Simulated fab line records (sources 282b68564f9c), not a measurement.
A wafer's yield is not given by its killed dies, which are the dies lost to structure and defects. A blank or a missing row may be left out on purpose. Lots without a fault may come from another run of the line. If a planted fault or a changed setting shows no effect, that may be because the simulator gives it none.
A struck lot beside a sound one -- flow ritCmos -- 16 out of 202 route steps
Sound: these wafers, L658.2, L658.3, L658.5. Struck: wafer L667.5. (L667.1, L667.6 of the same lot were not struck and are left out.) The cause comes at the end.
At each step with rows: each side's tool, then ch and its chambers, then its first start. Under that, the readings that differ: sound wafers -- struck wafers -- difference of the means -- sigmas: that difference in standard deviations of wafers without a fault.
alike: a reading whose means differ by less than 2 such deviations, as well as words and numbers matching on both sides. not compared: withheld readings; readings where some wafer has no value; bounds like >300 that might hide an equal value; numbers whose values overlap and for which the record gives no deviation.
The two part at a step that has a row with sigmas, a row that says differs or no value, or rows on one side only. Numbers that have no deviation but don't overlap get no sigmas and don't part them. Lack of a reading on every wafer of one side parts them only where that side has two or more wafers.

RIT_SDANNEAL_RTA_03: time 5 s.
  sound on rtpAnneal-02 ch 0, day 3 15:25; struck on rtpAnneal-01 ch 0, day 5 15:32
  alike: rampUpCPerS, wafer_temp_C_max
RIT_SDANNEAL_RS_MEAS_04: measures by four-point-probe.
  sound: filmMetro-03 at day 3 15:29; struck: filmMetro-03 at day 5 15:36
reading,sound,struck,difference,sigmas
PSD_RS (ohm/sq),116.4 116.2 116.5,115.6,-0.8,-2
RIT_SDANNEAL_RS_MEAS_05: measures by four-point-probe.
  sound: filmMetro-03 at day 3 15:36; struck: filmMetro-03 at day 5 15:43
  alike: NSD_RS
RIT_SDANNEAL_RS_MEAS_06: measures by four-point-probe.
  sound: filmMetro-03 at day 3 15:43; struck: filmMetro-03 at day 5 15:50
  alike: PLDD_RS
RIT_SDANNEAL_RS_MEAS_07: measures by four-point-probe.
  sound: filmMetro-03 at day 3 15:50; struck: filmMetro-03 at day 5 15:58
  alike: NLDD_RS
then, 1 step without rows for these wafers: RIT_SILICIDE_WET_ETCH_00 (etches SiO2 in BOE, target depth 14 nm, time 15 s).
RIT_SILICIDE_SPUTTER_01: material Ti, target thk 30 nm, time 240 s.
  sound: pvdSputter-04 at day 3 15:57; struck: pvdSputter-01 at day 5 16:05
  alike: throttleValvePct
RIT_SILICIDE_RS_MEAS_02: measures by four-point-probe.
  sound: filmMetro-02 at day 3 16:07; struck: filmMetro-04 at day 5 16:14
  alike: SILICIDE_TI_RS
RIT_SILICIDE_THK_MEAS_03: measures by xrf.
  sound: filmMetro-02 at day 3 16:14; struck: filmMetro-04 at day 5 16:22
  alike: SILICIDE_TI_THK
RIT_SILICIDE_RTA_04: time 10.45 s, ramp up 5 s, ramp down 5 s.
  sound on rtpAnneal-01 ch 0, day 3 16:17; struck on rtpAnneal-02 ch 0, day 5 16:25
  alike: wafer_temp_C_max
then, 1 step without rows for these wafers: RIT_SILICIDE_WET_ETCH_05 (etches Ti in SPM, time 120 s).
RIT_SILICIDE_RTA_06: time 10 s, ramp up 5 s, ramp down 10 s.
  sound on rtpAnneal-02 ch 0, day 3 16:24; struck on rtpAnneal-01 ch 0, day 5 16:32
  alike: wafer_temp_C_max
RIT_CONTACT_CVD_00: deposits SiO2 from TEOS, target thk 400 nm, time 61 s.
  sound on pecvd-03 ch 0,2, day 3 16:28; struck on pecvd-03 ch 0, day 5 16:36
reading,sound,struck,difference,sigmas
susceptorTempC (C),389.99 390.15 390.11,389.54,-0.54,-3
  alike: heaterPowerW, rfFwdPowerW
RIT_CONTACT_THK_MEAS_01:
  sound: filmMetro-01 at day 3 16:31; struck: filmMetro-03 at day 5 16:39
reading,sound,struck,difference,sigmas
CONTACT_TEOS_THK (nm),403 402 408,360,-44,-8
then, 1 step without rows for these wafers: RIT_CONTACT_HMDS_02 (prime time 60 s).
RIT_M1_PROBE_99:
  sound: prober-02 at day 3 23:01; struck: prober-01 at day 5 23:25
  alike: killed_at_M0_to_M3, killedAtFrontEnd, killedDies, killedOpen, killedShort

WHERE THEY PART
At RIT_SDANNEAL_RS_MEAS_04 first; at RIT_CONTACT_THK_MEAS_01 last (within this record only). Later steps at which nothing parts them and some readings are alike: RIT_M1_PROBE_99.

WHY: whatever the simulator had introduced
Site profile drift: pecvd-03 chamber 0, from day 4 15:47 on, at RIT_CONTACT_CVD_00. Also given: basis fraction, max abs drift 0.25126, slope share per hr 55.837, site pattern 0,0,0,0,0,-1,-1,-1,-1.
